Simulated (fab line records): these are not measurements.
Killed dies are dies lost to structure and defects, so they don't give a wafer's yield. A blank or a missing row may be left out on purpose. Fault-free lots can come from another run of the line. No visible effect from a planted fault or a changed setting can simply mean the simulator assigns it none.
Split-lot experiment    flow rit-cmos    27 wafers read from 5 lots, route of 202 steps

== ON THE SPLIT ==
At RIT_ACTIVE_ETCH_13 (etches Si3N4 in SF6, stops on SiO2, time 210 s, target depth 210 nm), the setting target-depth-a was moved away from the recipe's 2100 angstrom on 12 of the 27 wafers read, by -17.8% to +38.8%. All remaining wafers had this setting at the recipe value.

The reading is taken at the split's own step.

== THE READING ==
oes-product-au, in a.u., at RIT_ACTIVE_ETCH_13 (etches Si3N4 in SF6, stops on SiO2, time 210 s, target depth 210 nm). Typical for fault-free wafers on this fab line: 0.820 a.u., with standard deviation 0.014 a.u.

wafer   tool, chamber at the split  target-depth-a as run, angstrom  against the recipe  oes-product-au, a.u.  against lot-mates on the recipe
L076.1  rie-diel-01, 0              2524                             +20.2%              0.750                 -0.077
L076.2  rie-diel-01, 2              2100                             recipe              0.849                 -
L076.3  rie-diel-01, 1              2524                             +20.2%              0.758                 -0.069
L076.4  rie-diel-01, 3              2100                             recipe              0.814                 -
L076.5  rie-diel-01, 3              2100                             recipe              0.818                 -
L076.6  rie-diel-01, 2              2524                             +20.2%              0.768                 -0.059
L079.1  rie-diel-04, 1              2830                             +34.8%              0.714                 -0.100
L079.2  rie-diel-04, 3              2100                             recipe              0.820                 -
L079.3  rie-diel-04, 2              2830                             +34.8%              0.692                 -0.122
L079.4  rie-diel-04, 0              2830                             +34.8%              0.708                 -0.106
L079.5  rie-diel-04, 2              2100                             recipe              0.803                 -
L079.6  rie-diel-04, 1              2100                             recipe              0.819                 -
L080.1  rie-diel-01, 0              2100                             recipe              0.811                 -
L080.2  rie-diel-01, 1              2914                             +38.8%              0.703                 -0.126
L080.3  rie-diel-01, 3              2914                             +38.8%              0.682                 -0.147
L080.4  rie-diel-01, 2              2914                             +38.8%              0.714                 -0.115
L080.5  rie-diel-01, 2              2100                             recipe              0.852                 -
L080.6  rie-diel-01, 1              2100                             recipe              0.824                 -
L081.1  rie-diel-01, 2              2100                             recipe              0.831                 -
L081.2  rie-diel-01, 3              2100                             recipe              0.804                 -
L081.3  rie-diel-01, 1              2100                             recipe              0.824                 -
L081.4  rie-diel-01, 0              1727                             -17.8%              0.906                 +0.086
L081.5  rie-diel-01, 1              1727                             -17.8%              0.917                 +0.097
L081.6  rie-diel-01, 0              1727                             -17.8%              0.908                 +0.088
L082.1  rie-diel-04, 3              2100                             recipe              0.811                 -
L082.2  rie-diel-04, 2              2100                             recipe              0.802                 -
L082.6  rie-diel-04, 1              2100                             recipe              0.827                 -

THE FIT
A straight line over all 27 wafers: oes-product-au changes by -0.00351 a.u. for each +1% of target-depth-a; r = -0.97; the points scatter about the line by 0.016 a.u.
The same after taking each lot's own level away (the mean of its wafers on the recipe; 27 wafers): -0.00357 a.u. for each +1%; r = -0.97; scatter 0.015 a.u.
That fit puts the effect of the largest move of target-depth-a on the reading at 0.14 a.u.
Across the lots, their own levels run from 0.8133 to 0.8290 a.u., a range of 1.1 times the standard deviation given above.
The two slopes agree, so the slope changes little with the lot-to-lot level.
Check: -0.133 a.u. against its lot-mates is what the line predicts for one of the wafers moved furthest among these (+38.8%) when that wafer is left out of the fit. Against them it came out at -0.126 a.u.
Tool readings at the split's step, against how far the setting was moved: oes-product-au r = -0.97.

== THE WHOLE CHAIN: every reading that the file lists as answering this split, in the file's order ==
step                  what it does                                                         reading                                                                              change (the file's fit)                    r (the file's)
RIT_ACTIVE_ETCH_13    etches Si3N4 in SF6, stops on SiO2, time 210 s, target depth 210 nm  oes-product-au                                                                       -0.00343 a.u. for each +1% of the setting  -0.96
RIT_ACTIVE_ETCH_13    etches Si3N4 in SF6, stops on SiO2, time 210 s, target depth 210 nm  NOVOLAK_of_ACTIVE_COAT_06.thk-nm (the simulator's own value, which no gauge read)    -2.28 nm for each +1% of the setting       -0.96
RIT_ACTIVE_ETCH_13    etches Si3N4 in SF6, stops on SiO2, time 210 s, target depth 210 nm  SiO2_of_ACTIVE_OXIDATION_01.thk-nm (the simulator's own value, which no gauge read)  -0.671 nm for each +1% of the setting      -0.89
RIT_ACTIVE_ETCH_13    etches Si3N4 in SF6, stops on SiO2, time 210 s, target depth 210 nm  ACTIVE.feature-depth-nm (the simulator's own value, which no gauge read)             +0.666 nm for each +1% of the setting      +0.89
RIT_FOX2_WET_ETCH_03  etches Si3N4 in H3PO4, target depth 195 nm, time 2700 s              SiO2_of_ACTIVE_OXIDATION_01.thk-nm (the simulator's own value, which no gauge read)  -0.597 nm for each +1% of the setting      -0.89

== FILE'S OWN FIT ==
oes-product-au changes by -0.00343 a.u. for each +1% of target-depth-a, r = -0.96.
